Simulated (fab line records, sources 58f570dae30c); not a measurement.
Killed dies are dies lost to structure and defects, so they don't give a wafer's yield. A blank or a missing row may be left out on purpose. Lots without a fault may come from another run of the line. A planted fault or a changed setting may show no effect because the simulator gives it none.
Problem report in the 8D (eight disciplines) form, filled by code | flow berkeley_cmos170 | the parts of the form that need people (team, actions taken, sign-off) are left out

1. THE PROBLEM
SPACER_TEOS_THK at UCB170_SPACER_THK_MEAS_01 reads a mean of 321 nm on 1 wafer of 1 lot; wafers without a fault read 375 nm with a standard deviation of 4.9. That is -11 standard deviations from the usual mean.
First seen on wafer L644.1, day 10 00:09, on film_metro-04. The record holds 39 wafers of 13 lots with a number at this step. Rule for "out", or "out of limits": more than 4 standard deviations from the usual mean. The other wafers with a number count as sound.

2. WHAT IT IS AND WHAT IT IS NOT
question                    | is                | is not
which readings at this step | SPACER_TEOS_THK   | -
which lots                  | L644              | L633, L634, L635, L636, L637, L646, L648, L649, L651, L653, L654, L655
which wafers of those lots  | L644.1            | L644.4, L644.6
read on which gauges        | film_metro-04     | film_metro-01, film_metro-02
when                        | from day 10 00:09 | up to then (17 sound wafers); but 21 sound wafers of L646, L648, L649, L651, L653, L654, L655 came after

3. SUSPECTS, AND WHAT RULES EACH OUT
Counting: a tool at a process step up to the reading stays a suspect if it ran every lot that is out. Sound lots after the first of them don't rule it out here, since some wafers of a struck lot are sound.
- the gauge at UCB170_SPACER_THK_MEAS_01: ruled out. All the wafers that are out were read on film_metro-04, but those of them that UCB170_SPACER_ETCHBACK_03 has rows for are out there too, on other tools.
- pecvd-04 at UCB170_SPACER_CVD_00 (deposits SiO2 from TEOS/O2, target thk 376 nm, time 47 s): kept. It ran the lot that is out, L644 (day 10 00:07); its last sound lot up to then is L637 (day 8 14:42).
- Within pecvd-04 at UCB170_SPACER_CVD_00: the wafers that are out ran in chamber 0; their sound lot-mates ran in chambers 1, 2.
Left after counting: pecvd-04 at UCB170_SPACER_CVD_00.

4. THE CAUSE (what the simulator had put in)
Process parameter drift: pecvd-04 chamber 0, from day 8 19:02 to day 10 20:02, at UCB170_SPACER_CVD_00. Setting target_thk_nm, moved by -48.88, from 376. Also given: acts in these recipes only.
Counting left only this tool.

5. THE CHAIN OF EFFECTS, in route order
Each row: a reading whose mean over the struck wafers that have a number lies more than 3 standard deviations from the usual. Only readings for which the record gives a usual standard deviation are gone through. hours: the time from each lot's start at the first step in this table that gives one to its start at this step, as a median over the lots. sigmas: the change in usual standard deviations.
hours | step                      | reading         | usual      | on struck wafers | change | sigmas
0     | UCB170_SPACER_THK_MEAS_01 | SPACER_TEOS_THK | 375 nm     | 321              | -54    | -11
5     | UCB170_SPACER_ETCHBACK_03 | oes_product_au  | 0.901 a.u. | 0.814            | -0.087 | -5.1
The process steps in it:
- UCB170_SPACER_ETCHBACK_03: etches SiO2 in CHF3/CF4/Ar, stops on Si, target depth 376 nm, time 100 s.

6. WHAT WOULD HAVE CAUGHT IT SOONER
In this record the first reading out of limits at a measuring or inspecting step was taken at day 10 00:09, 29 hours after the fault began at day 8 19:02.
Of the tool readings at UCB170_SPACER_CVD_00 for which the record gives a usual standard deviation, none was out on any struck wafer, so an alarm limit of 4 standard deviations on them would not have fired.
All the lots that are out (1) had begun UCB170_SPACER_CVD_00 on pecvd-04 by day 10 00:09. A hold on the tool at that time would have spared none of them.
